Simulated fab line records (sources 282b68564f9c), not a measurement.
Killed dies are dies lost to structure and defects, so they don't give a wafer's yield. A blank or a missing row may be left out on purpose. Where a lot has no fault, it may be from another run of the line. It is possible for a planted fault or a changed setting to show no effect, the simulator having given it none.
fab line records :: flow rit-cmos
record:
  lots: 7
  wafers: 21
  last-day: 6
route steps=202 shown NRETRO@59 PRETRO@64 M1@202
lots that met no fault: taken from a fault-free run of the same line
start-h: start of the lot's first displayed wafer, in hours after the record's first day :: wait-h: how many hours have passed since the lot's step before this one :: " unchanged from the row above :: L1.1+2: a row that stands for several wafers :: - value missing, or start not given :: * or withheld: withheld :: < > ~ a bound
route shown NAME@n: names a module that has steps shown in the file, with the first one's number in the route :: usual: average and standard deviation across the fault-free wafers :: same: alike in all rows :: chamber/n: place in a boat :: sites: the reading at each site :: _std_site: how widely they spread, as a standard deviation :: _edge_site: the outer-site mean with the inner-site mean subtracted :: radius-mm: for every site, how far away it sits from the centre of the wafer :: mask NAME#n: copy n :: behind: the most recent tool/chamber to have shaped the wafer :: hold: reason for holding the lot/hours on hold/outcome of the hold :: device: the n, p or np transistor that did not switch :: end of line: the tests these same wafers got at the end of their route :: where a step has no rows: the recipe by itself :: killed: dies that structure and defects cost at the first sort, which is not the same as the wafer's yield :: map: a wafer's dies, marking killed ones x, the rest . and places with no die _
set.NAME: setting as actually run; set.NAME@STEP: the setting as run at that earlier step :: model.NAME: the simulator's own value behind a step, which no gauge read
lots at some steps of the route; a table a step, a row a wafer
services: from which hour (start-h, from the record's first day; less than 0 if before it) a tool's chamber was out of use, for how many hours, and why
== steps ==
step: RIT_NRETRO_OVL_MEAS_06
usual:
  NRETRO_OVL: -0.4/1.3
lot.wafer: L130.1
tool: overlay-02
chamber: -
start-h: 28.74
wait-h: -
NRETRO_OVL[nm]: 0.4

lot.wafer: L130.2
tool: overlay-02
chamber: -
start-h: 28.74
wait-h: -
NRETRO_OVL[nm]: 1.6

lot.wafer: L130.5
tool: overlay-02
chamber: -
start-h: 28.74
wait-h: -
NRETRO_OVL[nm]: -0.4

lot.wafer: L135.1
tool: overlay-01
chamber: -
start-h: 54.44
wait-h: -
NRETRO_OVL[nm]: -1.0

lot.wafer: L135.3
tool: overlay-01
chamber: -
start-h: 54.44
wait-h: -
NRETRO_OVL[nm]: -0.6

lot.wafer: L135.6
tool: overlay-01
chamber: -
start-h: 54.44
wait-h: -
NRETRO_OVL[nm]: -2.7

lot.wafer: L141.1
tool: overlay-01
chamber: -
start-h: 83.96
wait-h: -
NRETRO_OVL[nm]: -2.1

lot.wafer: L141.3
tool: overlay-01
chamber: -
start-h: 83.96
wait-h: -
NRETRO_OVL[nm]: -1.1

lot.wafer: L141.4
tool: overlay-01
chamber: -
start-h: 83.96
wait-h: -
NRETRO_OVL[nm]: -0.3

lot.wafer: L142.1
tool: overlay-01
chamber: -
start-h: 89.85
wait-h: -
NRETRO_OVL[nm]: -0.7

lot.wafer: L142.3
tool: overlay-01
chamber: -
start-h: 89.85
wait-h: -
NRETRO_OVL[nm]: -0.4

lot.wafer: L142.5
tool: overlay-01
chamber: -
start-h: 89.85
wait-h: -
NRETRO_OVL[nm]: -1.3

lot.wafer: L144.1
tool: overlay-02
chamber: -
start-h: 99.84
wait-h: -
NRETRO_OVL[nm]: -1.4

lot.wafer: L144.2
tool: overlay-02
chamber: -
start-h: 99.84
wait-h: -
NRETRO_OVL[nm]: -0.9

lot.wafer: L144.4
tool: overlay-02
chamber: -
start-h: 99.84
wait-h: -
NRETRO_OVL[nm]: -2.1

lot.wafer: L147.1
tool: overlay-01
chamber: -
start-h: 114.32
wait-h: -
NRETRO_OVL[nm]: -0.6

lot.wafer: L147.3
tool: overlay-01
chamber: -
start-h: 114.32
wait-h: -
NRETRO_OVL[nm]: -0.1

lot.wafer: L147.4
tool: overlay-01
chamber: -
start-h: 114.32
wait-h: -
NRETRO_OVL[nm]: -1.1

lot.wafer: L148.1
tool: overlay-02
chamber: -
start-h: 120.09
wait-h: -
NRETRO_OVL[nm]: 0.1

lot.wafer: L148.2
tool: overlay-02
chamber: -
start-h: 120.09
wait-h: -
NRETRO_OVL[nm]: -0.4

lot.wafer: L148.4
tool: overlay-02
chamber: -
start-h: 120.09
wait-h: -
NRETRO_OVL[nm]: -0.3
step: RIT_NRETRO_HARDBAKE_07
recipe:
  resist: NOVOLAK
  temp-c: 140
  time-s: 120
step: RIT_NRETRO_IMPLANT_08
recipe:
  species: P
  energy-kev: 70
  dose-cm2: 1e+13
  tilt-deg: 7
step: RIT_NRETRO_STRIP_09
recipe:
  chemistry: O2
  time-s: 180
  resist: NOVOLAK
  platen-temp-c: withheld
  power-w: 500
  pressure-mtorr: 4000
  o2-flow-sccm: 4000
usual:
  drypump-motor-current-A: 5.40/0.3
lot.wafer: L130.1
tool: plasma-asher-03
chamber: 0
start-h: 29.18
wait-h: 0.1
drypump-motor-current-A: 5.65
rf-hours-counter-h: 38

lot.wafer: L130.2
tool: plasma-asher-03
chamber: 1
start-h: 29.18
wait-h: 0.1
drypump-motor-current-A: 5.65
rf-hours-counter-h: 38

lot.wafer: L130.5
tool: plasma-asher-03
chamber: 0
start-h: 29.18
wait-h: 0.1
drypump-motor-current-A: 5.64
rf-hours-counter-h: -

lot.wafer: L135.1
tool: plasma-asher-03
chamber: 0
start-h: 54.87
wait-h: 0.1
drypump-motor-current-A: 5.66
rf-hours-counter-h: 41

lot.wafer: L135.3
tool: plasma-asher-03
chamber: 0
start-h: 54.87
wait-h: 0.1
drypump-motor-current-A: 5.67
rf-hours-counter-h: -

lot.wafer: L135.6
tool: plasma-asher-03
chamber: 0
start-h: 54.87
wait-h: 0.1
drypump-motor-current-A: 5.64
rf-hours-counter-h: -

lot.wafer: L141.1
tool: plasma-asher-03
chamber: 1
start-h: 84.40
wait-h: 0.1
drypump-motor-current-A: 5.65
rf-hours-counter-h: 44

lot.wafer: L141.3
tool: plasma-asher-03
chamber: 1
start-h: 84.40
wait-h: 0.1
drypump-motor-current-A: 5.64
rf-hours-counter-h: -

lot.wafer: L141.4
tool: plasma-asher-03
chamber: 0
start-h: 84.40
wait-h: 0.1
drypump-motor-current-A: 5.66
rf-hours-counter-h: -

lot.wafer: L142.1
tool: plasma-asher-03
chamber: 1
start-h: 90.28
wait-h: 0.1
drypump-motor-current-A: 5.65
rf-hours-counter-h: 44

lot.wafer: L142.3
tool: plasma-asher-03
chamber: 1
start-h: 90.28
wait-h: 0.1
drypump-motor-current-A: 5.65
rf-hours-counter-h: -

lot.wafer: L142.5
tool: plasma-asher-03
chamber: 0
start-h: 90.28
wait-h: 0.1
drypump-motor-current-A: 5.61
rf-hours-counter-h: -

lot.wafer: L144.1
tool: plasma-asher-04
chamber: 0
start-h: 100.28
wait-h: 0.1
drypump-motor-current-A: 5.70
rf-hours-counter-h: 33

lot.wafer: L144.2
tool: plasma-asher-04
chamber: 1
start-h: 100.28
wait-h: 0.1
drypump-motor-current-A: 4.69
rf-hours-counter-h: 33

lot.wafer: L144.4
tool: plasma-asher-04
chamber: 1
start-h: 100.28
wait-h: 0.1
drypump-motor-current-A: 4.67
rf-hours-counter-h: -

lot.wafer: L147.1
tool: plasma-asher-04
chamber: 1
start-h: 114.76
wait-h: 0.1
drypump-motor-current-A: 4.69
rf-hours-counter-h: 35

lot.wafer: L147.3
tool: plasma-asher-04
chamber: 1
start-h: 114.76
wait-h: 0.1
drypump-motor-current-A: 4.68
rf-hours-counter-h: -

lot.wafer: L147.4
tool: plasma-asher-04
chamber: 0
start-h: 114.76
wait-h: 0.1
drypump-motor-current-A: 5.72
rf-hours-counter-h: -

lot.wafer: L148.1
tool: plasma-asher-01
chamber: 0
start-h: 120.53
wait-h: 0.1
drypump-motor-current-A: 5.24
rf-hours-counter-h: 47

lot.wafer: L148.2
tool: plasma-asher-01
chamber: 1
start-h: 120.53
wait-h: 0.1
drypump-motor-current-A: 5.32
rf-hours-counter-h: 47

lot.wafer: L148.4
tool: plasma-asher-01
chamber: 0
start-h: 120.53
wait-h: 0.1
drypump-motor-current-A: 5.24
rf-hours-counter-h: -
step: RIT_NRETRO_TW_MEAS_10
usual:
  NRETRO_TW: 1053/7.7
lot.wafer: L130.1
tool: film-metro-04
chamber: -
start-h: 29.35
wait-h: 0.1
NRETRO_TW: 1064

lot.wafer: L130.2
tool: film-metro-04
chamber: -
start-h: 29.35
wait-h: 0.1
NRETRO_TW: 1063

lot.wafer: L130.5
tool: film-metro-04
chamber: -
start-h: 29.35
wait-h: 0.1
NRETRO_TW: 1067

lot.wafer: L135.1
tool: film-metro-01
chamber: -
start-h: 55.05
wait-h: 0.1
NRETRO_TW: 1044

lot.wafer: L135.3
tool: film-metro-01
chamber: -
start-h: 55.05
wait-h: 0.1
NRETRO_TW: 1043

lot.wafer: L135.6
tool: film-metro-01
chamber: -
start-h: 55.05
wait-h: 0.1
NRETRO_TW: 1038

lot.wafer: L141.1
tool: film-metro-02
chamber: -
start-h: 84.57
wait-h: 0.1
NRETRO_TW: 1047

lot.wafer: L141.3
tool: film-metro-02
chamber: -
start-h: 84.57
wait-h: 0.1
NRETRO_TW: 1046

lot.wafer: L141.4
tool: film-metro-02
chamber: -
start-h: 84.57
wait-h: 0.1
NRETRO_TW: 1047

lot.wafer: L142.1
tool: film-metro-01
chamber: -
start-h: 90.46
wait-h: 0.1
NRETRO_TW: 1048

lot.wafer: L142.3
tool: film-metro-01
chamber: -
start-h: 90.46
wait-h: 0.1
NRETRO_TW: 1050

lot.wafer: L142.5
tool: film-metro-01
chamber: -
start-h: 90.46
wait-h: 0.1
NRETRO_TW: 1045

lot.wafer: L144.1
tool: film-metro-04
chamber: -
start-h: 100.45
wait-h: 0.1
NRETRO_TW: 1059

lot.wafer: L144.2
tool: film-metro-04
chamber: -
start-h: 100.45
wait-h: 0.1
NRETRO_TW: 1056

lot.wafer: L144.4
tool: film-metro-04
chamber: -
start-h: 100.45
wait-h: 0.1
NRETRO_TW: 1055

lot.wafer: L147.1
tool: film-metro-04
chamber: -
start-h: 114.93
wait-h: 0.1
NRETRO_TW: 1054

lot.wafer: L147.3
tool: film-metro-04
chamber: -
start-h: 114.93
wait-h: 0.1
NRETRO_TW: 1057

lot.wafer: L147.4
tool: film-metro-04
chamber: -
start-h: 114.93
wait-h: 0.1
NRETRO_TW: 1055

lot.wafer: L148.1
tool: film-metro-01
chamber: -
start-h: 120.70
wait-h: 0.1
NRETRO_TW: 1042

lot.wafer: L148.2
tool: film-metro-01
chamber: -
start-h: 120.70
wait-h: 0.1
NRETRO_TW: 1045

lot.wafer: L148.4
tool: film-metro-01
chamber: -
start-h: 120.70
wait-h: 0.1
NRETRO_TW: 1042
step: RIT_PRETRO_HMDS_00
recipe:
  prime-time-s: 60
  prime-temp-c: 140
step: RIT_PRETRO_COAT_01
recipe:
  resist: NOVOLAK
  spin-rpm: 2000
  resist-thk-nm: 1300
step: RIT_PRETRO_SOFTBAKE_02
recipe:
  resist: NOVOLAK
  temp-c: 90
  time-s: 60
step: RIT_PRETRO_EXPOSE_03
recipe:
  mask-id: M5
  na: 0.57
  target-cd-nm: 43700
  dose-mj: 250
step: RIT_PRETRO_PEB_04
recipe:
  resist: NOVOLAK
  temp-c: withheld
  time-s: withheld
step: RIT_PRETRO_DEVELOP_05
recipe:
  resist: NOVOLAK
  develop-time-s: 68
  dev-temp-c: 23
step: RIT_PRETRO_OVL_MEAS_06
usual:
  PRETRO_OVL: 0.1/1.4
lot.wafer: L130.1
tool: overlay-02
chamber: -
start-h: 30.42
wait-h: -
PRETRO_OVL[nm]: -1.1

lot.wafer: L130.2
tool: overlay-02
chamber: -
start-h: 30.42
wait-h: -
PRETRO_OVL[nm]: 1.5

lot.wafer: L130.5
tool: overlay-02
chamber: -
start-h: 30.42
wait-h: -
PRETRO_OVL[nm]: -0.3

lot.wafer: L135.1
tool: overlay-02
chamber: -
start-h: 56.11
wait-h: -
PRETRO_OVL[nm]: -1.9

lot.wafer: L135.3
tool: overlay-02
chamber: -
start-h: 56.11
wait-h: -
PRETRO_OVL[nm]: -0.8

lot.wafer: L135.6
tool: overlay-02
chamber: -
start-h: 56.11
wait-h: -
PRETRO_OVL[nm]: 0.7

lot.wafer: L141.1
tool: overlay-01
chamber: -
start-h: 85.64
wait-h: -
PRETRO_OVL[nm]: 0.9

lot.wafer: L141.3
tool: overlay-01
chamber: -
start-h: 85.64
wait-h: -
PRETRO_OVL[nm]: 0.5

lot.wafer: L141.4
tool: overlay-01
chamber: -
start-h: 85.64
wait-h: -
PRETRO_OVL[nm]: -0.9

lot.wafer: L142.1
tool: overlay-02
chamber: -
start-h: 91.66
wait-h: -
PRETRO_OVL[nm]: 0.3

lot.wafer: L142.3
tool: overlay-02
chamber: -
start-h: 91.66
wait-h: -
PRETRO_OVL[nm]: 0.1

lot.wafer: L142.5
tool: overlay-02
chamber: -
start-h: 91.66
wait-h: -
PRETRO_OVL[nm]: -0.9

lot.wafer: L144.1
tool: overlay-02
chamber: -
start-h: 101.52
wait-h: -
PRETRO_OVL[nm]: 0.1

lot.wafer: L144.2
tool: overlay-02
chamber: -
start-h: 101.52
wait-h: -
PRETRO_OVL[nm]: -0.9

lot.wafer: L144.4
tool: overlay-02
chamber: -
start-h: 101.52
wait-h: -
PRETRO_OVL[nm]: -1.3

lot.wafer: L147.1
tool: overlay-01
chamber: -
start-h: 115.87
wait-h: -
PRETRO_OVL[nm]: 2.2

lot.wafer: L147.3
tool: overlay-01
chamber: -
start-h: 115.87
wait-h: -
PRETRO_OVL[nm]: 1.5

lot.wafer: L147.4
tool: overlay-01
chamber: -
start-h: 115.87
wait-h: -
PRETRO_OVL[nm]: 1.2

lot.wafer: L148.1
tool: overlay-02
chamber: -
start-h: 121.64
wait-h: -
PRETRO_OVL[nm]: 1.9

lot.wafer: L148.2
tool: overlay-02
chamber: -
start-h: 121.64
wait-h: -
PRETRO_OVL[nm]: 1.7

lot.wafer: L148.4
tool: overlay-02
chamber: -
start-h: 121.64
wait-h: -
PRETRO_OVL[nm]: 2.4
step: RIT_PRETRO_HARDBAKE_07
recipe:
  resist: NOVOLAK
  temp-c: 140
  time-s: 120
usual:
  heater-power-total-W: 52.03/0.065
  plate-temp-C: 140.02/0.14
lot.wafer: L130.1
tool: litho-track-01
chamber: 0
start-h: 30.45
wait-h: 0.0
heater-power-total-W: 51.99
plate-temp-C: 139.75
model.NOVOLAK_of_PRETRO_COAT_01.thk-nm: 1139

lot.wafer: L130.2
tool: litho-track-01
chamber: 0
start-h: 30.45
wait-h: 0.0
heater-power-total-W: 51.94
plate-temp-C: 140.06
model.NOVOLAK_of_PRETRO_COAT_01.thk-nm: 1140

lot.wafer: L130.5
tool: litho-track-01
chamber: 0
start-h: 30.45
wait-h: 0.0
heater-power-total-W: 52.10
plate-temp-C: 140.08
model.NOVOLAK_of_PRETRO_COAT_01.thk-nm: 1136

lot.wafer: L135.1
tool: litho-track-01
chamber: 0
start-h: 56.15
wait-h: 0.0
heater-power-total-W: 52.03
plate-temp-C: 139.89
model.NOVOLAK_of_PRETRO_COAT_01.thk-nm: 1136

lot.wafer: L135.3
tool: litho-track-01
chamber: 0
start-h: 56.15
wait-h: 0.0
heater-power-total-W: 51.99
plate-temp-C: 139.94
model.NOVOLAK_of_PRETRO_COAT_01.thk-nm: 1137

lot.wafer: L135.6
tool: litho-track-01
chamber: 0
start-h: 56.15
wait-h: 0.0
heater-power-total-W: 51.98
plate-temp-C: 140.02
model.NOVOLAK_of_PRETRO_COAT_01.thk-nm: 1136

lot.wafer: L141.1
tool: litho-track-01
chamber: 0
start-h: 85.67
wait-h: 0.0
heater-power-total-W: 56.90
plate-temp-C: 150.33
model.NOVOLAK_of_PRETRO_COAT_01.thk-nm: 1126

lot.wafer: L141.3
tool: litho-track-01
chamber: 0
start-h: 85.67
wait-h: 0.0
heater-power-total-W: 56.91
plate-temp-C: 150.47
model.NOVOLAK_of_PRETRO_COAT_01.thk-nm: 1125

lot.wafer: L141.4
tool: litho-track-01
chamber: 0
start-h: 85.67
wait-h: 0.0
heater-power-total-W: 56.91
plate-temp-C: 150.32
model.NOVOLAK_of_PRETRO_COAT_01.thk-nm: 1123

lot.wafer: L142.1
tool: litho-track-01
chamber: 0
start-h: 91.69
wait-h: 0.0
heater-power-total-W: 56.87
plate-temp-C: 150.09
model.NOVOLAK_of_PRETRO_COAT_01.thk-nm: 1121

lot.wafer: L142.3
tool: litho-track-01
chamber: 0
start-h: 91.69
wait-h: 0.0
heater-power-total-W: 56.88
plate-temp-C: 150.22
model.NOVOLAK_of_PRETRO_COAT_01.thk-nm: 1121

lot.wafer: L142.5
tool: litho-track-01
chamber: 0
start-h: 91.69
wait-h: 0.0
heater-power-total-W: 56.99
plate-temp-C: 150.28
model.NOVOLAK_of_PRETRO_COAT_01.thk-nm: 1119

lot.wafer: L144.1
tool: litho-track-01
chamber: 0
start-h: 101.55
wait-h: 0.0
heater-power-total-W: 57.10
plate-temp-C: 150.47
model.NOVOLAK_of_PRETRO_COAT_01.thk-nm: 1131

lot.wafer: L144.2
tool: litho-track-01
chamber: 0
start-h: 101.55
wait-h: 0.0
heater-power-total-W: 56.98
plate-temp-C: 150.08
model.NOVOLAK_of_PRETRO_COAT_01.thk-nm: 1125

lot.wafer: L144.4
tool: litho-track-01
chamber: 0
start-h: 101.55
wait-h: 0.0
heater-power-total-W: 56.97
plate-temp-C: 150.41
model.NOVOLAK_of_PRETRO_COAT_01.thk-nm: 1128

lot.wafer: L147.1
tool: litho-track-04
chamber: 0
start-h: 115.91
wait-h: 0.0
heater-power-total-W: 52.03
plate-temp-C: 139.72
model.NOVOLAK_of_PRETRO_COAT_01.thk-nm: 1132

lot.wafer: L147.3
tool: litho-track-04
chamber: 0
start-h: 115.91
wait-h: 0.0
heater-power-total-W: 52.14
plate-temp-C: 139.87
model.NOVOLAK_of_PRETRO_COAT_01.thk-nm: 1133

lot.wafer: L147.4
tool: litho-track-04
chamber: 0
start-h: 115.91
wait-h: 0.0
heater-power-total-W: 51.98
plate-temp-C: 139.79
model.NOVOLAK_of_PRETRO_COAT_01.thk-nm: 1131

lot.wafer: L148.1
tool: litho-track-04
chamber: 0
start-h: 121.68
wait-h: 0.0
heater-power-total-W: 51.96
plate-temp-C: 140.22
model.NOVOLAK_of_PRETRO_COAT_01.thk-nm: 1133

lot.wafer: L148.2
tool: litho-track-04
chamber: 0
start-h: 121.68
wait-h: 0.0
heater-power-total-W: 52.10
plate-temp-C: 140.17
model.NOVOLAK_of_PRETRO_COAT_01.thk-nm: 1132

lot.wafer: L148.4
tool: litho-track-04
chamber: 0
start-h: 121.68
wait-h: 0.0
heater-power-total-W: 51.97
plate-temp-C: 139.98
model.NOVOLAK_of_PRETRO_COAT_01.thk-nm: 1129
step: RIT_PRETRO_IMPLANT_08
recipe:
  species: B
  energy-kev: 45
  dose-cm2: 1.2e+13
  tilt-deg: 7
step: RIT_M1_PROBE_99
usual:
  killed_at_M0_to_M3: 0.0/0.14
  killed-at-front-end: 7/3.4
  killed-dies: 7/3.4
  killed-on-rim: 2.0/1.5
  killed-open: 3.3/2
  killed-short: 3.8/2.4
same:
  gross-dies: 264
  killed_at_M4_up: 0
  killed-at-back-side: 0
  killed-at-contacts: 0
  killed-at-other: 0
lot.wafer: L130.1
tool: prober-02
chamber: -
start-h: 56.21
wait-h: 0.1
killed_at_M0_to_M3: 0
killed-at-front-end: 9
killed-dies: 9
killed-on-rim: 2
killed-open: 3
killed-short: 6

lot.wafer: L130.2
tool: prober-02
chamber: -
start-h: 56.26
wait-h: 0.1
killed_at_M0_to_M3: 0
killed-at-front-end: 13
killed-dies: 13
killed-on-rim: 6
killed-open: 4
killed-short: 8

lot.wafer: L130.5
tool: prober-02
chamber: -
start-h: 56.41
wait-h: 0.2
killed_at_M0_to_M3: 0
killed-at-front-end: 12
killed-dies: 12
killed-on-rim: 1
killed-open: 3
killed-short: 9

lot.wafer: L144.1
tool: prober-02
chamber: -
start-h: 127.45
wait-h: 0.1
killed_at_M0_to_M3: 0
killed-at-front-end: 5
killed-dies: 5
killed-on-rim: 2
killed-open: 3
killed-short: 2

lot.wafer: L144.2
tool: prober-02
chamber: -
start-h: 127.50
wait-h: 0.1
killed_at_M0_to_M3: 1
killed-at-front-end: 10
killed-dies: 11
killed-on-rim: 2
killed-open: 3
killed-short: 7

lot.wafer: L144.4
tool: prober-02
chamber: -
start-h: 127.60
wait-h: 0.2
killed_at_M0_to_M3: 0
killed-at-front-end: 9
killed-dies: 9
killed-on-rim: 2
killed-open: 6
killed-short: 3
killed by level:class
L130.1 SILICIDE:geometric-particle:short=3 GATE:geometric-particle:short=2 FOX2:geometric-particle:open=1 GATE:geometric-particle:open=1 REOX:geometric-particle:short=1 SILICIDE:geometric-particle:open=1
L130.2 FOX1:geometric-particle:short=2 FOX1:geometric-particle:open=2 FOX2:geometric-particle:short=2 GATE:geometric-particle:short=2 FOX2:geometric-particle:open=1 REOX:geometric-particle:short=1 REOX:geometric-particle:open=1 SILICIDE:geometric-particle:short=1
L130.5 SILICIDE:geometric-particle:short=3 FOX1:geometric-particle:short=2 GATE:geometric-particle:short=2 GATE:geometric-particle:open=2 SPACER:geometric-particle:short=2 SILICIDE:geometric-particle:open=1
L144.1 GATE:geometric-particle:open=2 ACTIVE:geometric-particle:open=1 REOX:geometric-particle:short=1 SPACER:geometric-particle:short=1
L144.2 FOX2:geometric-particle:short=4 GATE:geometric-particle:open=2 REOX:geometric-particle:short=2 GATE:geometric-particle:short=1 REOX:geometric-particle:open=1 M1:coat-microbubble-printed=1
L144.4 GATE:geometric-particle:open=6 GATE:geometric-particle:short=2 REOX:geometric-particle:short=1
== services ==
tool: plasma-asher-01
chamber: -
start-h: 53.02
hours: 4.2
kind: repair

tool: plasma-asher-03
chamber: -
start-h: 108.75
hours: 9.0
kind: pm

tool: plasma-asher-03
chamber: 0
start-h: 108.75
hours: 9.0
kind: vent-cycle

tool: plasma-asher-03
chamber: 1
start-h: 108.75
hours: 9.0
kind: vent-cycle

tool: plasma-asher-03
chamber: 0
start-h: 117.75
hours: -
kind: clean

tool: plasma-asher-03
chamber: 1
start-h: 117.75
hours: -
kind: clean
== key ==
first-sign:
  step: RIT_PRETRO_HARDBAKE_07
  reading: heater-power-total-W
  direction: up
  sigmas: 76
  usual: 52.03
  struck: 56.95
effect:
  step: RIT_PRETRO_HARDBAKE_07
  reading: plate-temp-C
  direction: up
  sigmas: 76
  usual: *
  struck: *
model-effect:
  step: RIT_PRETRO_HARDBAKE_07
  value: NOVOLAK_of_PRETRO_COAT_01.thk-nm
  without: 1136
  struck: 1124
met-at RIT_PRETRO_HARDBAKE_07
struck-wafers L141.1,L141.3,L141.4,L142.1,L142.3,L142.5,L144.1,L144.2,L144.4
tester-left-out L141,L142,L144
onset-between 56.15 85.67
fault:
  kind: process-parameter-drift
  tool: litho-track-01
  chamber: -
  onset-h: 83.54
  steps: RIT_PRETRO_HARDBAKE_07
  channel: temp-c
  offset: *
  shape: step
  end-h: 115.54
  acts-in: *
  stated: *
tester-left-out: of these lots the tester's yield and bins aren't shown, on N5 and GAA mostly nor the transistor test; their killed dies are dies lost to structure and defects alone, not to doping, threshold or leakage, so they don't give the yield
